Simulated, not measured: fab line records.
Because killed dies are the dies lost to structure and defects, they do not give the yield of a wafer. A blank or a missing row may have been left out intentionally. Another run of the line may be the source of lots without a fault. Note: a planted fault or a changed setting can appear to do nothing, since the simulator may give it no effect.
fab line records    flow rit_cmos
[record] lots = 12  wafers = 36  last_day = 7
route steps=202 shown M1@184
lots untouched by any fault: they come from a run of this same line in which no faults occurred
start_h: hours from the record's opening day to when the first of the lot's shown wafers began    wait_h: time in hours since the lot's previous step    " as in the row above    L1.1+2: several wafers, shown together as one row    - no value, or no start was given    * or withheld: withheld    < > ~ a bound
route shown NAME@n: NAME is a module with steps in the file, n the number in the route of the first one    usual: mean and standard deviation over wafers with no fault    same: alike in all rows    chamber/n: place in a boat    sites: per-site readings    _std_site: standard deviation of those values    _edge_site: inner sites' mean taken away from outer sites' mean    radius_mm: for every site, how far away it sits from the centre of the wafer    mask NAME#n: copy n    behind: the most recent tool/chamber to have shaped the wafer    hold: reason for holding the lot/hours on hold/outcome of the hold    device: the transistor (n, p or np) that didn't switch    end of line: the same wafers' tests at the end of the route    a step without rows: its recipe alone    killed: the dies lost at the first sort to structure and to defects; this is not the yield of the wafer    map: the dies of a wafer, with x for killed, . for not killed, _ for no die there
set.NAME: the run value of the setting; set.NAME@STEP: its run value at that earlier step    model.NAME: the simulator's own value behind a step, which no gauge read
steps of the route over a sample of lots; a table a step, a row a wafer
services: the hour from which a tool's chamber was out of use, counted from the record's first day as start_h (under 0 if before that day), plus the number of hours and why
[[steps]]
[step RIT_M1_SPUTTER_00]
[recipe] material = Al  target_thk_nm = 400  power_w = 2000  chamber_pressure_pa = 0.4  gas = Ar  time_s = 500  substrate_temp_c = 25
[usual] substrate_temp_c = 24.99/0.095  throttle_valve_pct = 30.0/0.85
lot.wafer  tool            chamber  start_h  wait_h  substrate_temp_c  throttle_valve_pct
L284.1     pvd_sputter-03  -        59.36    0.0     25.07             30.9
L284.5     "               -        "        "       24.90             29.8
L284.6     "               -        "        "       25.10             31.1
L285.1     pvd_sputter-04  -        66.60    0.0     25.07             29.4
L285.2     "               -        "        "       24.91             28.7
L285.6     "               -        "        "       24.97             30.3
L286.4     pvd_sputter-04  -        69.88    0.0     25.01             28.6
L286.5     "               -        "        "       25.13             28.8
L286.6     "               -        "        "       25.22             29.2
L291.1     pvd_sputter-04  -        89.34    0.0     24.90             30.5
L291.4     "               -        "        "       25.00             30.1
L291.6     "               -        "        "       24.96             29.1
L296.1     pvd_sputter-02  -        114.63   0.0     24.95             30.5
L296.2     "               -        "        "       25.18             31.7
L296.4     "               -        "        "       25.03             29.7
L298.2     pvd_sputter-02  -        125.97   0.0     25.07             30.3
L298.3     "               -        "        "       24.94             31.9
L298.5     "               -        "        "       24.99             30.3
L300.2     pvd_sputter-02  -        135.33   0.0     25.07             29.7
L300.4     "               -        "        "       25.09             32.0
L300.5     "               -        "        "       24.96             29.7
L302.3     pvd_sputter-02  -        146.33   0.0     24.93             32.1
L302.5     "               -        "        "       24.81             29.6
L302.6     "               -        "        "       24.90             30.5
L304.1     pvd_sputter-02  -        154.64   0.0     25.13             30.4
L304.2     "               -        "        "       25.00             30.4
L304.4     "               -        "        "       24.95             32.0
L305.1     pvd_sputter-04  -        161.37   0.0     24.93             30.0
L305.3     "               -        "        "       24.87             30.4
L305.5     "               -        "        "       25.03             30.0
L306.1     pvd_sputter-02  -        169.15   0.0     24.84             29.4
L306.2     "               -        "        "       24.89             30.3
L306.4     "               -        "        "       24.98             30.4
L307.2     pvd_sputter-04  -        172.63   0.0     25.04             28.9
L307.3     "               -        "        "       25.06             30.5
L307.6     "               -        "        "       25.01             30.5
[step RIT_M1_RS_MEAS_01]
[recipe] thk_meas_gauge = four-point-probe  reads = Al_of_M1_SPUTTER_00
[usual] M1_AL_RS = 0.0733/0.00083
lot.wafer  tool           chamber  start_h  wait_h  M1_AL_RS[ohm/sq]
L284.1     film_metro-01  -        59.65    0.1     0.0724
L284.5     "              -        "        "       0.0732
L284.6     "              -        "        "       0.0729
L285.1     film_metro-02  -        66.90    0.1     0.0734
L285.2     "              -        "        "       0.0748
L285.6     "              -        "        "       0.0739
L286.4     film_metro-02  -        70.23    0.2     0.0743
L286.5     "              -        "        "       0.0746
L286.6     "              -        "        "       0.0738
L291.1     film_metro-02  -        89.63    0.1     0.0724
L291.4     "              -        "        "       0.0724
L291.6     "              -        "        "       0.0655
L296.1     film_metro-03  -        114.92   0.1     0.0726
L296.2     "              -        "        "       0.0736
L296.4     "              -        "        "       0.0722
L298.2     film_metro-01  -        126.28   0.2     0.0728
L298.3     "              -        "        "       0.0737
L298.5     "              -        "        "       0.0743
L300.2     film_metro-02  -        135.64   0.2     0.0721
L300.4     "              -        "        "       0.0733
L300.5     "              -        "        "       0.0718
L302.3     film_metro-01  -        146.67   0.2     0.0740
L302.5     "              -        "        "       0.0726
L302.6     "              -        "        "       0.0732
L304.1     film_metro-03  -        154.94   0.1     0.0734
L304.2     "              -        "        "       0.0738
L304.4     "              -        "        "       0.0746
L305.1     film_metro-02  -        161.66   0.1     0.0724
L305.3     "              -        "        "       0.0722
L305.5     "              -        "        "       0.0728
L306.1     film_metro-02  -        169.44   0.1     0.0722
L306.2     "              -        "        "       0.0719
L306.4     "              -        "        "       0.0733
L307.2     film_metro-03  -        172.94   0.2     0.0749
L307.3     "              -        "        "       0.0729
L307.6     "              -        "        "       0.0727
[step RIT_M1_THK_MEAS_02]
[recipe] thk_meas_gauge = xrf  reads = Al_of_M1_SPUTTER_00
[usual] M1_AL_THK = 395/4.7
lot.wafer  tool           chamber  start_h  wait_h  M1_AL_THK[nm]
L284.1     film_metro-01  -        59.77    0.1     398
L284.5     "              -        "        "       394
L284.6     "              -        "        "       399
L285.1     film_metro-02  -        67.02    0.1     399
L285.2     "              -        "        "       389
L285.6     "              -        "        "       397
L286.4     film_metro-02  -        70.32    0.1     393
L286.5     "              -        "        "       393
L286.6     "              -        "        "       397
L291.1     film_metro-02  -        89.75    0.1     401
L291.4     "              -        "        "       404
L291.6     "              -        "        "       445
L296.1     film_metro-03  -        115.04   0.1     399
L296.2     "              -        "        "       391
L296.4     "              -        "        "       399
L298.2     film_metro-01  -        126.39   0.1     397
L298.3     "              -        "        "       393
L298.5     "              -        "        "       389
L300.2     film_metro-02  -        135.75   0.1     400
L300.4     "              -        "        "       396
L300.5     "              -        "        "       403
L302.3     film_metro-01  -        146.77   0.1     389
L302.5     "              -        "        "       396
L302.6     "              -        "        "       392
L304.1     film_metro-03  -        155.06   0.1     394
L304.2     "              -        "        "       394
L304.4     "              -        "        "       388
L305.1     film_metro-02  -        161.78   0.1     403
L305.3     "              -        "        "       403
L305.5     "              -        "        "       399
L306.1     film_metro-02  -        169.56   0.1     402
L306.2     "              -        "        "       405
L306.4     "              -        "        "       398
L307.2     film_metro-03  -        173.05   0.1     386
L307.3     "              -        "        "       397
L307.6     "              -        "        "       398
[step RIT_M1_METAL_ETCH_12]
[recipe] stop_on = SiO2  chemistry = Cl2/BCl3  target = Al  time_s = 165  over_etch_frac = 0.5  pressure_mtorr = 100  target_depth_a = 6000  rf_w = 250  Cl2_flow_sccm = 60  bcl3_flow_sccm = 50
[usual] drypump_motor_current_A = 5.73/0.28  oes_product_au = 0.784/0.011  throttle_valve_pct = 8.31/0.13
lot.wafer  tool          chamber  start_h  wait_h  drypump_motor_current_A  oes_product_au  rf_hours_counter_h  throttle_valve_pct
L284.1     rie_metal-04  1        61.25    0.2     5.41                     0.788           1                   8.17
L284.5     "             1        "        "       5.40                     0.778           -                   8.17
L284.6     "             0        "        "       5.85                     0.787           -                   8.33
L285.1     rie_metal-03  0        68.45    0.2     6.02                     0.785           3                   8.32
L285.2     "             0        "        "       5.99                     0.776           -                   8.32
L285.6     "             0        "        "       5.98                     0.783           -                   8.32
L286.4     rie_metal-02  0        71.82    0.1     5.79                     0.760           -                   8.09
L286.5     "             1        "        "       5.18                     0.769           -                   8.47
L286.6     "             0        "        "       5.76                     0.763           -                   8.08
L291.1     rie_metal-03  1        91.10    0.2     5.89                     0.796           3                   8.45
L291.4     "             1        "        "       5.88                     0.796           -                   8.43
L291.6     "             1        "        "       5.90                     0.847           -                   8.43
L296.1     rie_metal-04  0        116.55   0.2     5.82                     0.800           1                   8.31
L296.2     "             1        "        "       5.44                     0.777           1                   8.18
L296.4     "             1        "        "       5.43                     0.788           -                   8.17
L298.2     rie_metal-02  1        127.73   0.2     5.17                     0.780           37                  8.46
L298.3     "             1        "        "       5.17                     0.770           -                   8.45
L298.5     "             1        "        "       5.20                     0.773           -                   8.46
L300.2     rie_metal-03  1        137.09   0.2     5.90                     0.798           3                   8.43
L300.4     "             0        "        "       5.98                     0.791           -                   8.33
L300.5     "             1        "        "       5.91                     0.801           -                   8.43
L302.3     rie_metal-03  1        148.15   0.2     5.90                     0.791           -                   8.44
L302.5     "             1        "        "       5.90                     0.803           -                   8.44
L302.6     "             0        "        "       5.98                     0.783           -                   8.33
L304.1     rie_metal-02  0        156.45   0.2     5.76                     0.764           0                   8.10
L304.2     "             1        "        "       5.20                     0.786           0                   8.48
L304.4     "             0        "        "       5.77                     0.765           -                   8.09
L305.1     rie_metal-03  0        163.61   0.2     5.99                     0.791           4                   8.33
L305.3     "             0        "        "       5.97                     0.797           -                   8.34
L305.5     "             0        "        "       5.99                     0.791           -                   8.32
L306.1     rie_metal-02  0        171.03   0.2     5.80                     0.779           0                   8.10
L306.2     "             1        "        "       5.16                     0.795           0                   8.45
L306.4     "             0        "        "       5.79                     0.762           -                   8.11
L307.2     rie_metal-03  1        174.41   0.2     5.92                     0.778           4                   8.43
L307.3     "             1        "        "       5.91                     0.794           -                   8.44
L307.6     "             1        "        "       5.92                     0.794           -                   8.45
[step RIT_M1_PROBE_99]
[usual] defect_limited_yield = 97.3/1  killed_at_M0_to_M3 = 0.0/0.23  killed_at_contacts = 0.1/0.34  killed_at_front_end = 6.9/2.8  killed_dies = 7.1/2.8  killed_on_rim = 1.8/1.3  killed_open = 3.4/1.9  killed_short = 3.6/1.7  sort_bin_3_pad_short = 0.1/0.21  sort_bin_5_function = 1.6/0.75  sort_bin_6_memory = 0.9/0.64  sort_n_pass = 256.9/2.8  sort_yield_pct = 97.3/1
[same] gross_dies = 264  killed_at_M4_up = 0  killed_at_back_side = 0  killed_at_other = 0
lot.wafer  tool       chamber  start_h  wait_h  defect_limited_yield[%]  killed_at_M0_to_M3  killed_at_contacts  killed_at_front_end  killed_dies  killed_on_rim  killed_open  killed_short  sort_bin_3_pad_short[%]  sort_bin_5_function[%]  sort_bin_6_memory[%]  sort_n_pass  sort_yield_pct[%]
L285.1     prober-02  -        70.86    0.1     97.7                     0                   0                   6                    6            2              1            5             0                        1.1                     1.1                   258.0        97.7
L285.2     prober-02  -        70.91    0.1     95.8                     0                   0                   11                   11           6              6            5             0                        3.0                     1.1                   253.0        95.8
L285.6     prober-02  -        71.11    0.2     97.0                     0                   0                   8                    8            3              6            2             0                        1.5                     1.5                   256.0        97.0
L286.4     prober-01  -        74.17    0.2     97.0                     0                   0                   8                    8            3              6            2             0                        1.9                     1.1                   256.0        97.0
L286.5     prober-01  -        74.22    0.2     95.8                     0                   0                   11                   11           2              6            5             0.4                      3.0                     0.8                   253.0        95.8
L286.6     prober-01  -        74.27    0.2     99.2                     0                   0                   2                    2            2              2            0             0                        0.8                     0                     262.0        99.2
L291.1     prober-02  -        93.37    0.1     97.3                     1                   0                   6                    7            0              2            5             0                        1.1                     1.5                   257.0        97.3
L291.4     prober-02  -        93.52    0.2     97.7                     0                   0                   6                    6            1              4            2             0                        1.1                     1.1                   258.0        97.7
L291.6     prober-02  -        93.62    0.2     98.1                     0                   0                   5                    5            1              1            4             0                        1.9                     0                     259.0        98.1
L296.1     prober-01  -        118.81   0.1     97.0                     0                   0                   8                    8            2              3            5             0                        1.9                     1.1                   256.0        97.0
L296.2     prober-01  -        118.86   0.1     97.0                     0                   0                   8                    8            1              3            5             0.8                      1.1                     1.1                   256.0        97.0
L296.4     prober-01  -        118.96   0.2     96.6                     0                   0                   9                    9            3              2            7             0                        1.9                     1.5                   255.0        96.6
// killed by level:class
L285.1 FOX1:geometric_particle:short=2 SILICIDE:geometric_particle:short=2 FOX1:geometric_particle:open=1 REOX:geometric_particle:short=1
L285.2 REOX:geometric_particle:open=3 GATE:geometric_particle:short=2 GATE:geometric_particle:open=2 SILICIDE:geometric_particle:short=2 FOX2:geometric_particle:open=1 SPACER:geometric_particle:short=1
L285.6 REOX:geometric_particle:open=3 FOX1:geometric_particle:open=1 GATE:geometric_particle:open=1 GATE:geometric_particle:short=1 REOX:geometric_particle:short=1 SILICIDE:geometric_particle:open=1
L286.4 FOX1:geometric_particle:open=2 GATE:geometric_particle:short=2 REOX:geometric_particle:open=2 FOX2:geometric_particle:open=1 GATE:geometric_particle:open=1
L286.5 GATE:geometric_particle:short=3 FOX1:geometric_particle:short=2 REOX:geometric_particle:open=2 FOX1:geometric_particle:open=1 FOX2:geometric_particle:open=1 GATE:geometric_particle:open=1 SILICIDE:geometric_particle:open=1
L286.6 GATE:geometric_particle:open=1 SPACER:geometric_particle:open=1
L291.1 FOX1:geometric_particle:open=1 FOX2:geometric_particle:short=1 GATE:geometric_particle:short=1 GATE:geometric_particle:open=1 SPACER:geometric_particle:short=1 SILICIDE:geometric_particle:short=1 M1:geometric_particle:short=1
L291.4 REOX:geometric_particle:open=3 FOX1:geometric_particle:short=1 SPACER:geometric_particle:open=1 SPACER:geometric_particle:short=1
L291.6 GATE:geometric_particle:short=3 FOX1:geometric_particle:open=1 SILICIDE:geometric_particle:short=1
L296.1 GATE:geometric_particle:short=3 FOX1:geometric_particle:open=1 FOX1:geometric_particle:short=1 FOX2:geometric_particle:open=1 GATE:geometric_particle:open=1 SILICIDE:geometric_particle:short=1
L296.2 GATE:geometric_particle:short=3 SPACER:geometric_particle:open=2 FOX2:geometric_particle:short=1 GATE:geometric_particle:open=1 SPACER:geometric_particle:short=1
L296.4 SPACER:geometric_particle:short=3 GATE:geometric_particle:short=2 FOX2:geometric_particle:short=1 GATE:geometric_particle:open=1 SPACER:geometric_particle:open=1 SILICIDE:geometric_particle:short=1
[[services]]
tool            chamber  start_h  hours  kind
rie_metal-03    1        66.92    2.4    repair
pvd_sputter-03  -        69.20    2.3    repair
rie_metal-02    -        136.12   20.0   pm
rie_metal-02    0        136.12   20.0   vent_cycle
rie_metal-02    1        136.12   20.0   vent_cycle
rie_metal-02    0        156.12   -      clean
rie_metal-02    1        156.12   -      clean
[[key]]
[first_sign] step = RIT_M1_RS_MEAS_01  reading = M1_AL_RS  direction = down  sigmas = 9.4  usual = 0.0733  struck = 0.0655
[effect] step = RIT_M1_THK_MEAS_02  reading = M1_AL_THK  direction = up  sigmas = 11  usual = 395  struck = 445
[effect] step = RIT_M1_METAL_ETCH_12  reading = oes_product_au  direction = up  sigmas = 6  usual = 0.784  struck = 0.847
met_at RIT_M1_SPUTTER_00
struck_lots L291
struck_wafers L291.6
onset_between 69.88 89.34
[fault] kind = process_parameter_drift  tool = pvd_sputter-04  chamber = -  onset_h = 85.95  steps = RIT_M1_SPUTTER_00  channel = time_s  offset = *  shape = step  end_h = 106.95  stated = *  scope = struck_wafers_only
